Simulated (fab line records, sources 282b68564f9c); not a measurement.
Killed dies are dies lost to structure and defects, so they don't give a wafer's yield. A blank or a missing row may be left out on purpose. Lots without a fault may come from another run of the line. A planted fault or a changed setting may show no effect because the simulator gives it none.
Split-lot experiment | flow rit_cmos | 5 lots, 19 wafers read, on a route of 202 steps

THE SPLIT
At RIT_GATE_COAT_11 (resist thk 850 nm), the setting resist_thk_nm was moved away from the recipe's 850 nm on 5 of the 19 wafers read, by -4.1% to +5.9%. The other wafers ran this setting at the recipe's value.

FROM THE SPLIT TO THE READING: what the file shows between them, 2 steps
- RIT_GATE_DEVELOP_15: develop time 50 s (also split here: develop_time_s)
- RIT_GATE_HARDBAKE_18: time 60 s

THE READING
GATE.cd_nm (the simulator's own value, which no gauge read), in nm, at RIT_GATE_ETCH_19 (etches poly-Si in SF6/CHF3/O2, stops on SiO2, time 165 s, target depth 312.5 nm). The file gives no usual value for it. The 14 wafers here that ran the recipe average 151.7 nm, standard deviation 2.6 nm.

wafer  | tool, chamber at the split | resist_thk_nm as run, nm | against the recipe | GATE.cd_nm, nm | against lot-mates on the recipe
L078.1 | litho_track-01, 0          | 850                      | recipe             | 151.6          | -
L078.2 | litho_track-01, 0          | 850                      | recipe             | 151.1          | -
L078.3 | litho_track-01, 0          | 850                      | recipe             | 152.4          | -
L078.5 | litho_track-01, 0          | 850                      | recipe             | 152.5          | -
L078.6 | litho_track-01, 0          | 850                      | recipe             | 151.3          | -
L079.1 | litho_track-02, 0          | 850                      | recipe             | 148.2          | -
L079.2 | litho_track-02, 0          | 850                      | recipe             | 149.2          | -
L079.3 | litho_track-02, 0          | 818                      | -3.8%              | 143            | -5.7
L080.2 | litho_track-01, 0          | 850                      | recipe             | 152.1          | -
L080.4 | litho_track-01, 0          | 850                      | recipe             | 153.6          | -
L080.6 | litho_track-01, 0          | 850                      | recipe             | 155.2          | -
L081.2 | litho_track-04, 0          | 815.2                    | -4.1%              | 149.4          | -6.2
L081.3 | litho_track-04, 0          | 850                      | recipe             | 156.9          | -
L081.5 | litho_track-04, 0          | 850                      | recipe             | 154.2          | -
L085.1 | litho_track-02, 0          | 899.8                    | +5.9%              | 158.9          | +10.9
L085.2 | litho_track-02, 0          | 850                      | recipe             | 148.2          | -
L085.3 | litho_track-02, 0          | 850                      | recipe             | 147.8          | -
L085.4 | litho_track-02, 0          | 899.8                    | +5.9%              | 154.7          | +6.7
L085.5 | litho_track-02, 0          | 899.8                    | +5.9%              | 159.8          | +11.8

THE FIT
A straight line over all 19 wafers: GATE.cd_nm changes by +1.13 nm for each +1% of resist_thk_nm; r = +0.74; the points scatter about the line by 2.8 nm.
The same after taking each lot's own level away (the mean of its wafers on the recipe; 19 wafers): +1.63 nm for each +1%; r = +0.96; scatter 1.2 nm.
On that fit, the largest move of resist_thk_nm shifts the reading by 9.5 nm.
The lots' own levels span 148.00 to 155.55 nm, that is 2.9 times the standard deviation above.
So the lot-to-lot level blurs the effect unless lot-mates are compared.
Check: with one of the wafers moved furthest among these (+5.9%) left out of the fit, the line predicts +9.15 nm for it against its lot-mates. It came out at +10.9 nm against them.

OTHER SPLITS ON THESE WAFERS
These wafers also went through other splits before the reading. Each is held against what the fit with the lots' levels taken away leaves over:
other split on the same wafers     | wafers away from the commonest value | r with GATE.cd_nm (lot level and that fit taken away)
RIT_ACTIVE_OXIDATION_01 temp_c     | 3                                    | -0.02
RIT_ACTIVE_SOFTBAKE_07 temp_c      | 9                                    | -0.21
RIT_PWELL_COAT_01 spin_rpm         | 4                                    | -0.05
RIT_PWELL_IMPLANT_08 energy_kev    | 6                                    | +0.24
RIT_NRETRO_IMPLANT_08 energy_kev   | 5                                    | -0.19
RIT_PRETRO_IMPLANT_08 dose_cm2     | 7                                    | +0.21
RIT_GATE_DEVELOP_15 develop_time_s | 0                                    | -

THE WHOLE CHAIN: every reading that the file lists as answering this split, in the file's order
step                 | what it does                                                                    | reading                                                                         | change (the file's fit)              | r (the file's)
RIT_GATE_COAT_11     | resist thk 850 nm                                                               | NOVOLAK_of_GATE_COAT_11.thk_nm (the simulator's own value, which no gauge read) | +8.48 nm for each +1% of the setting | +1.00
RIT_GATE_HARDBAKE_18 | time 60 s                                                                       | NOVOLAK_of_GATE_COAT_11.thk_nm (the simulator's own value, which no gauge read) | +7.42 nm for each +1% of the setting | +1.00
RIT_GATE_ETCH_19     | etches poly-Si in SF6/CHF3/O2, stops on SiO2, time 165 s, target depth 312.5 nm | NOVOLAK_of_GATE_COAT_11.thk_nm (the simulator's own value, which no gauge read) | +7.21 nm for each +1% of the setting | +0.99
RIT_GATE_ETCH_19     | etches poly-Si in SF6/CHF3/O2, stops on SiO2, time 165 s, target depth 312.5 nm | GATE.cd_nm (the simulator's own value, which no gauge read)                     | +1.61 nm for each +1% of the setting | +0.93

THE FILE'S OWN FIT
GATE.cd_nm changes by +1.61 nm for each +1% of resist_thk_nm, r = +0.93.
